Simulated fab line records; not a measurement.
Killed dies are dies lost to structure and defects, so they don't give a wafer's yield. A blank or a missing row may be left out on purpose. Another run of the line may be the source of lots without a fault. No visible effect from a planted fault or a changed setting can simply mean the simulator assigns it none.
fab line records + flow rit-cmos + part 2 of 2: steps 29 to 40 of 40
record
- lots=5
- wafers=15
- last-day=6
route steps=202 shown ACTIVE@4 FOX1@20 FOX2@23 NWELL@28 PWELL@39
lots untouched by any fault: they come from a run of this same line in which no faults occurred
start-h: hours from the record's first day to the start of the lot's first wafer shown + wait-h: time in hours since the lot's previous step + " identical to the entry in the row above + L1.1+2: one row covering several wafers at once + - value missing, or start not given + * or withheld: withheld + < > ~ a bound
route shown NAME@n: NAME is a module with steps in the file, n the number in the route of the first one + usual: the fault-free wafers' mean and standard deviation + same: alike in all rows + chamber/n: place in a boat + sites: the reading at each site + _std_site: standard deviation of those values + _edge_site: mean of outer sites minus mean of inner sites + radius-mm: for every site, how far away it sits from the centre of the wafer + mask NAME#n: copy n + behind: the most recent tool/chamber to have shaped the wafer + hold: cause of the lot's hold/its duration in hours/its outcome + device: which transistor (n, p or np) failed to switch + end of line: tests run on the same wafers once the route is complete + a step with no rows: only its recipe + killed: the dies lost at the first sort to structure and to defects; this is not the yield of the wafer + map: the dies of a wafer, with x for killed, . for not killed, _ for no die there
set.NAME: the setting the step ran with; set.NAME@STEP: the setting that earlier step ran with + model.NAME: the simulator's own value behind a step, which no gauge read
lots at selected steps of the route; one table per step, one row per wafer
services: a tool's chamber out of use, with start hour (start-h, from the record's first day; less than 0 if before it), hours out, and reason
## steps
# step RIT_NWELL_PEB_04
# recipe
- resist=NOVOLAK
- temp-c=withheld
- time-s=withheld
# usual
- exhaust-pa=44.7/1
| lot.wafer | tool           | chamber | start-h | wait-h | exhaust-pa |
|-----------|----------------|---------|---------|--------|------------|
| L074.1    | litho-track-02 | 0       | 20.33   | 0.1    | 45.8       |
| L074.2    | "              | 0       | "       | "      | 44.5       |
| L074.6    | "              | 0       | "       | "      | 44.1       |
| L078.1    | litho-track-03 | 0       | 41.63   | 0.1    | 44.7       |
| L078.3    | "              | 0       | "       | "      | 44.8       |
| L078.6    | "              | 0       | "       | "      | 45.3       |
| L086.1    | litho-track-01 | 0       | 79.94   | 0.1    | 44.0       |
| L086.2    | "              | 0       | "       | "      | 45.0       |
| L086.6    | "              | 0       | "       | "      | 44.2       |
| L091.1    | litho-track-02 | 0       | 106.51  | 0.1    | 46.4       |
| L091.2    | "              | 0       | "       | "      | 45.6       |
| L091.3    | "              | 0       | "       | "      | 45.0       |
| L093.1    | litho-track-03 | 0       | 115.16  | 0.1    | 44.3       |
| L093.2    | "              | 0       | "       | "      | 43.0       |
| L093.3    | "              | 0       | "       | "      | 43.2       |
# step RIT_NWELL_DEVELOP_05
# recipe
- resist=NOVOLAK
- develop-time-s=68
- dev-temp-c=23
# usual
- exhaust-pa=45.1/0.95
| lot.wafer | tool           | chamber | start-h | wait-h | exhaust-pa |
|-----------|----------------|---------|---------|--------|------------|
| L074.1    | litho-track-02 | 0       | -       | -      | 45.7       |
| L074.2    | "              | 0       | "       | "      | 44.9       |
| L074.6    | "              | 0       | "       | "      | 45.9       |
| L078.1    | litho-track-03 | 0       | -       | -      | 44.4       |
| L078.3    | "              | 0       | "       | "      | 45.7       |
| L078.6    | "              | 0       | "       | "      | 43.6       |
| L086.1    | litho-track-01 | 0       | -       | -      | 47.1       |
| L086.2    | "              | 0       | "       | "      | 46.1       |
| L086.6    | "              | 0       | "       | "      | 45.5       |
| L091.1    | litho-track-02 | 0       | -       | -      | 44.0       |
| L091.2    | "              | 0       | "       | "      | 46.2       |
| L091.3    | "              | 0       | "       | "      | 44.9       |
| L093.1    | litho-track-03 | 0       | -       | -      | 43.8       |
| L093.2    | "              | 0       | "       | "      | 43.6       |
| L093.3    | "              | 0       | "       | "      | 43.5       |
# step RIT_NWELL_OVL_MEAS_06
# usual
- NWELL_OVL=0.0/1.4
| lot.wafer | tool       | chamber | start-h | wait-h | NWELL_OVL[nm] |
|-----------|------------|---------|---------|--------|---------------|
| L074.1    | overlay-01 | -       | 20.65   | -      | -0.3          |
| L074.2    | "          | -       | "       | "      | 1.2           |
| L074.6    | "          | -       | "       | "      | 2.1           |
| L078.1    | overlay-02 | -       | 41.94   | -      | -0.3          |
| L078.3    | "          | -       | "       | "      | -0.7          |
| L078.6    | "          | -       | "       | "      | -0.1          |
| L086.1    | overlay-01 | -       | 80.25   | -      | 1.7           |
| L086.2    | "          | -       | "       | "      | 1.4           |
| L086.6    | "          | -       | "       | "      | 0.0           |
| L091.1    | overlay-01 | -       | 106.82  | -      | 0.2           |
| L091.2    | "          | -       | "       | "      | 1.8           |
| L091.3    | "          | -       | "       | "      | 2.0           |
| L093.1    | overlay-01 | -       | 115.47  | -      | 0.1           |
| L093.2    | "          | -       | "       | "      | -0.4          |
| L093.3    | "          | -       | "       | "      | -0.4          |
# step RIT_NWELL_HARDBAKE_07
# recipe
- resist=NOVOLAK
- temp-c=140
- time-s=120
# usual
- exhaust-pa=44.8/0.9
| lot.wafer | tool           | chamber | start-h | wait-h | exhaust-pa |
|-----------|----------------|---------|---------|--------|------------|
| L074.1    | litho-track-02 | 0       | 20.68   | 0.0    | 44.6       |
| L074.2    | "              | 0       | "       | "      | 43.4       |
| L074.6    | "              | 0       | "       | "      | 44.8       |
| L078.1    | litho-track-01 | 0       | 41.98   | 0.0    | 45.3       |
| L078.3    | "              | 0       | "       | "      | 44.4       |
| L078.6    | "              | 0       | "       | "      | 46.1       |
| L086.1    | litho-track-02 | 0       | 80.29   | 0.0    | 45.7       |
| L086.2    | "              | 0       | "       | "      | 44.7       |
| L086.6    | "              | 0       | "       | "      | 45.9       |
| L091.1    | litho-track-01 | 0       | 106.86  | 0.0    | 44.9       |
| L091.2    | "              | 0       | "       | "      | 45.6       |
| L091.3    | "              | 0       | "       | "      | 45.2       |
| L093.1    | litho-track-01 | 0       | 115.51  | 0.0    | 44.5       |
| L093.2    | "              | 0       | "       | "      | 43.8       |
| L093.3    | "              | 0       | "       | "      | 44.0       |
# step RIT_NWELL_IMPLANT_08
# recipe
- species=P
- energy-kev=171.5
- dose-cm2=5e+13
- tilt-deg=7
| lot.wafer  | tool         | chamber | start-h | wait-h |
|------------|--------------|---------|---------|--------|
| L074.1+2+6 | implanter-02 | 0       | 20.93   | 0.2    |
| L078.1+3+6 | implanter-01 | 0       | 42.23   | 0.2    |
| L086.1+2+6 | implanter-01 | 0       | 80.54   | 0.2    |
| L091.1+2+3 | implanter-04 | 0       | 107.11  | 0.2    |
| L093.1+2+3 | implanter-01 | 0       | 115.76  | 0.2    |
# step RIT_NWELL_STRIP_09
# recipe
- chemistry=O2
- time-s=180
- resist=NOVOLAK
- platen-temp-c=withheld
- power-w=500
- pressure-mtorr=4000
- o2-flow-sccm=4000
# usual
- chamber-pressure-mTorr=4000/3.3
- drypump-motor-current-A=5.3/0.43
- rf-refl-power-W=6.4/1.4
| lot.wafer | tool            | chamber | start-h | wait-h | chamber-pressure-mTorr | drypump-motor-current-A | rf-hours-counter-h | rf-refl-power-W |
|-----------|-----------------|---------|---------|--------|------------------------|-------------------------|--------------------|-----------------|
| L074.1    | plasma-asher-02 | 1       | 21.08   | 0.1    | 4004                   | 4.8                     | 22                 | 8.3             |
| L074.2    | "               | 0       | "       | "      | 3997                   | 5.4                     | 22                 | 4.3             |
| L074.6    | "               | 1       | "       | "      | 3999                   | 4.8                     | -                  | 7.8             |
| L078.1    | plasma-asher-02 | 0       | 42.38   | 0.1    | 4002                   | 5.4                     | 24                 | 4.7             |
| L078.3    | "               | 0       | "       | "      | 3998                   | 5.4                     | -                  | 4.7             |
| L078.6    | "               | 0       | "       | "      | 4006                   | 5.4                     | -                  | 4.6             |
| L086.1    | plasma-asher-02 | 0       | 80.69   | 0.1    | 4001                   | 5.4                     | 28                 | 4.7             |
| L086.2    | "               | 1       | "       | "      | 3998                   | 4.8                     | 28                 | 8.0             |
| L086.6    | "               | 1       | "       | "      | 3998                   | 4.8                     | -                  | 8.0             |
| L091.1    | plasma-asher-04 | 0       | 107.26  | 0.1    | 3998                   | 5.4                     | 46                 | 8.7             |
| L091.2    | "               | 1       | "       | "      | 3997                   | 5.0                     | 46                 | 6.2             |
| L091.3    | "               | 0       | "       | "      | 4002                   | 5.4                     | -                  | 8.7             |
| L093.1    | plasma-asher-02 | 1       | 115.91  | 0.1    | 4010                   | 4.8                     | 32                 | 7.6             |
| L093.2    | "               | 0       | "       | "      | 4003                   | 5.4                     | 32                 | 4.6             |
| L093.3    | "               | 0       | "       | "      | 3991                   | 5.4                     | -                  | 4.5             |
# step RIT_NWELL_TW_MEAS_10
# usual
- NWELL_TW=2150/15
| lot.wafer | tool          | chamber | start-h | wait-h | NWELL_TW |
|-----------|---------------|---------|---------|--------|----------|
| L074.1    | film-metro-04 | -       | 21.26   | 0.1    | 2145     |
| L074.2    | "             | -       | "       | "      | 2149     |
| L074.6    | "             | -       | "       | "      | 2142     |
| L078.1    | film-metro-03 | -       | 42.55   | 0.1    | 2134     |
| L078.3    | "             | -       | "       | "      | 2138     |
| L078.6    | "             | -       | "       | "      | 2136     |
| L086.1    | film-metro-04 | -       | 80.86   | 0.1    | 2140     |
| L086.2    | "             | -       | "       | "      | 2133     |
| L086.6    | "             | -       | "       | "      | 2144     |
| L091.1    | film-metro-04 | -       | 107.43  | 0.1    | 2148     |
| L091.2    | "             | -       | "       | "      | 2147     |
| L091.3    | "             | -       | "       | "      | 2152     |
| L093.1    | film-metro-03 | -       | 116.08  | 0.1    | 2135     |
| L093.2    | "             | -       | "       | "      | 2144     |
| L093.3    | "             | -       | "       | "      | 2146     |
# step RIT_PWELL_HMDS_00
# recipe
- prime-time-s=60
- prime-temp-c=140
# usual
- exhaust-pa=45.0/0.92
| lot.wafer | tool           | chamber | start-h | wait-h | exhaust-pa |
|-----------|----------------|---------|---------|--------|------------|
| L074.1    | litho-track-01 | 0       | 21.33   | 0.1    | 44.5       |
| L074.2    | "              | 0       | "       | "      | 44.8       |
| L074.6    | "              | 0       | "       | "      | 44.4       |
| L078.1    | litho-track-03 | 0       | 42.61   | 0.1    | 45.2       |
| L078.3    | "              | 0       | "       | "      | 45.0       |
| L078.6    | "              | 0       | "       | "      | 45.6       |
| L086.1    | litho-track-03 | 0       | 80.92   | 0.1    | 46.1       |
| L086.2    | "              | 0       | "       | "      | 46.0       |
| L086.6    | "              | 0       | "       | "      | 46.0       |
| L091.1    | litho-track-03 | 0       | 107.49  | 0.1    | 44.5       |
| L091.2    | "              | 0       | "       | "      | 44.8       |
| L091.3    | "              | 0       | "       | "      | 43.9       |
| L093.1    | litho-track-01 | 0       | 116.33  | 0.2    | 44.1       |
| L093.2    | "              | 0       | "       | "      | 44.7       |
| L093.3    | "              | 0       | "       | "      | 45.0       |
# step RIT_PWELL_COAT_01
# recipe
- resist=NOVOLAK
- spin-rpm=2000
- resist-thk-nm=1300
# usual
- exhaust-pa=44.8/0.91
| lot.wafer | tool           | chamber | start-h | wait-h | exhaust-pa |
|-----------|----------------|---------|---------|--------|------------|
| L074.1    | litho-track-01 | 0       | 21.48   | 0.1    | 45.4       |
| L074.2    | "              | 0       | "       | "      | 45.0       |
| L074.6    | "              | 0       | "       | "      | 45.2       |
| L078.1    | litho-track-03 | 0       | 42.76   | 0.1    | 46.9       |
| L078.3    | "              | 0       | "       | "      | 46.7       |
| L078.6    | "              | 0       | "       | "      | 46.0       |
| L086.1    | litho-track-03 | 0       | 81.07   | 0.1    | 46.5       |
| L086.2    | "              | 0       | "       | "      | 46.9       |
| L086.6    | "              | 0       | "       | "      | 45.4       |
| L091.1    | litho-track-03 | 0       | 107.64  | 0.1    | 44.5       |
| L091.2    | "              | 0       | "       | "      | 43.9       |
| L091.3    | "              | 0       | "       | "      | 45.0       |
| L093.1    | litho-track-01 | 0       | 116.48  | 0.1    | 44.4       |
| L093.2    | "              | 0       | "       | "      | 45.2       |
| L093.3    | "              | 0       | "       | "      | 45.4       |
# step RIT_PWELL_SOFTBAKE_02
# recipe
- resist=NOVOLAK
- temp-c=90
- time-s=60
# usual
- exhaust-pa=45.0/0.92
| lot.wafer | tool           | chamber | start-h | wait-h | exhaust-pa |
|-----------|----------------|---------|---------|--------|------------|
| L074.1    | litho-track-01 | 0       | 21.63   | 0.1    | 46.2       |
| L074.2    | "              | 0       | "       | "      | 46.0       |
| L074.6    | "              | 0       | "       | "      | 45.5       |
| L078.1    | litho-track-03 | 0       | 42.91   | 0.1    | 44.8       |
| L078.3    | "              | 0       | "       | "      | 45.3       |
| L078.6    | "              | 0       | "       | "      | 46.0       |
| L086.1    | litho-track-03 | 0       | 81.22   | 0.1    | 44.7       |
| L086.2    | "              | 0       | "       | "      | 46.3       |
| L086.6    | "              | 0       | "       | "      | 44.8       |
| L091.1    | litho-track-03 | 0       | 107.79  | 0.1    | 44.9       |
| L091.2    | "              | 0       | "       | "      | 44.0       |
| L091.3    | "              | 0       | "       | "      | 44.9       |
| L093.1    | litho-track-01 | 0       | 116.63  | 0.1    | 43.9       |
| L093.2    | "              | 0       | "       | "      | 44.4       |
| L093.3    | "              | 0       | "       | "      | 44.9       |
# step RIT_PWELL_EXPOSE_03
# recipe
- mask-id=M3
- na=0.57
- target-cd-nm=43700
- dose-mj=250
| lot.wafer  | tool             | chamber | start-h | wait-h | mask |
|------------|------------------|---------|---------|--------|------|
| L074.1+2+6 | iline-stepper-01 | 0       | 21.90   | 0.2    | M3#0 |
| L078.1+3+6 | iline-stepper-02 | 0       | 43.19   | 0.2    | M3#0 |
| L086.1+2+6 | iline-stepper-01 | 0       | 81.50   | 0.2    | M3#0 |
| L091.1+2+3 | iline-stepper-02 | 0       | 107.94  | 0.1    | M3#0 |
| L093.1+2+3 | iline-stepper-01 | 0       | 116.90  | 0.2    | M3#0 |
# step RIT_PWELL_PEB_04
# recipe
- resist=NOVOLAK
- temp-c=withheld
- time-s=withheld
# usual
- exhaust-pa=45.1/1.1
| lot.wafer | tool           | chamber | start-h | wait-h | exhaust-pa |
|-----------|----------------|---------|---------|--------|------------|
| L074.1    | litho-track-04 | 0       | 22.02   | 0.1    | 45.3       |
| L074.2    | "              | 0       | "       | "      | 45.1       |
| L074.6    | "              | 0       | "       | "      | 45.4       |
| L078.1    | litho-track-03 | 0       | 43.30   | 0.1    | 42.7       |
| L078.3    | "              | 0       | "       | "      | 42.9       |
| L078.6    | "              | 0       | "       | "      | 44.2       |
| L086.1    | litho-track-03 | 0       | 81.62   | 0.1    | 46.3       |
| L086.2    | "              | 0       | "       | "      | 45.7       |
| L086.6    | "              | 0       | "       | "      | 46.2       |
| L091.1    | litho-track-04 | 0       | 108.06  | 0.1    | 46.7       |
| L091.2    | "              | 0       | "       | "      | 46.1       |
| L091.3    | "              | 0       | "       | "      | 45.8       |
| L093.1    | litho-track-01 | 0       | 117.09  | 0.2    | 44.7       |
| L093.2    | "              | 0       | "       | "      | 44.4       |
| L093.3    | "              | 0       | "       | "      | 46.0       |
## services
| tool             | chamber | start-h | hours | kind           |
|------------------|---------|---------|-------|----------------|
| implanter-02     | -       | -11.09  | 3.1   | repair         |
| rie-diel-02      | 1       | -4.91   | 11.7  | repair         |
| implanter-01     | -       | 3.83    | 3.7   | pm             |
| iline-stepper-01 | -       | 16.77   | 1.8   | repair         |
| implanter-01     | -       | 19.34   | 0.7   | repair         |
| iline-stepper-02 | -       | 23.72   | 1.7   | pm             |
| plasma-asher-02  | -       | 29.96   | 0.8   | repair         |
| furnace-02       | -       | 35.53   | 3.6   | pm             |
| implanter-02     | -       | 38.41   | 29.8  | pm             |
| rie-diel-01      | 3       | 38.81   | 5.4   | repair         |
| furnace-03       | -       | 41.62   | 4.6   | pm             |
| rie-diel-02      | 1       | 57.73   | 4.4   | repair         |
| rie-diel-04      | 0       | 72.50   | 7.0   | repair         |
| iline-stepper-01 | -       | 75.45   | 5.2   | repair         |
| iline-stepper-02 | 0       | 76.45   | -     | calibration    |
| implanter-02     | -       | 77.14   | 0.8   | repair         |
| wet-bench-04     | -       | 77.56   | 1.1   | repair         |
| rie-diel-01      | 3       | 88.32   | 21.9  | repair         |
| furnace-04       | -       | 98.79   | 4.0   | pm             |
| wet-bench-02     | -       | 101.87  | 4.4   | pm             |
| plasma-asher-03  | -       | 108.75  | 9.0   | pm             |
| rie-diel-01      | 3       | 110.20  | -     | clean          |
| rie-diel-01      | 3       | 110.20  | 16.6  | scheduled-down |
| rie-diel-01      | 3       | 110.20  | 16.6  | vent-cycle     |
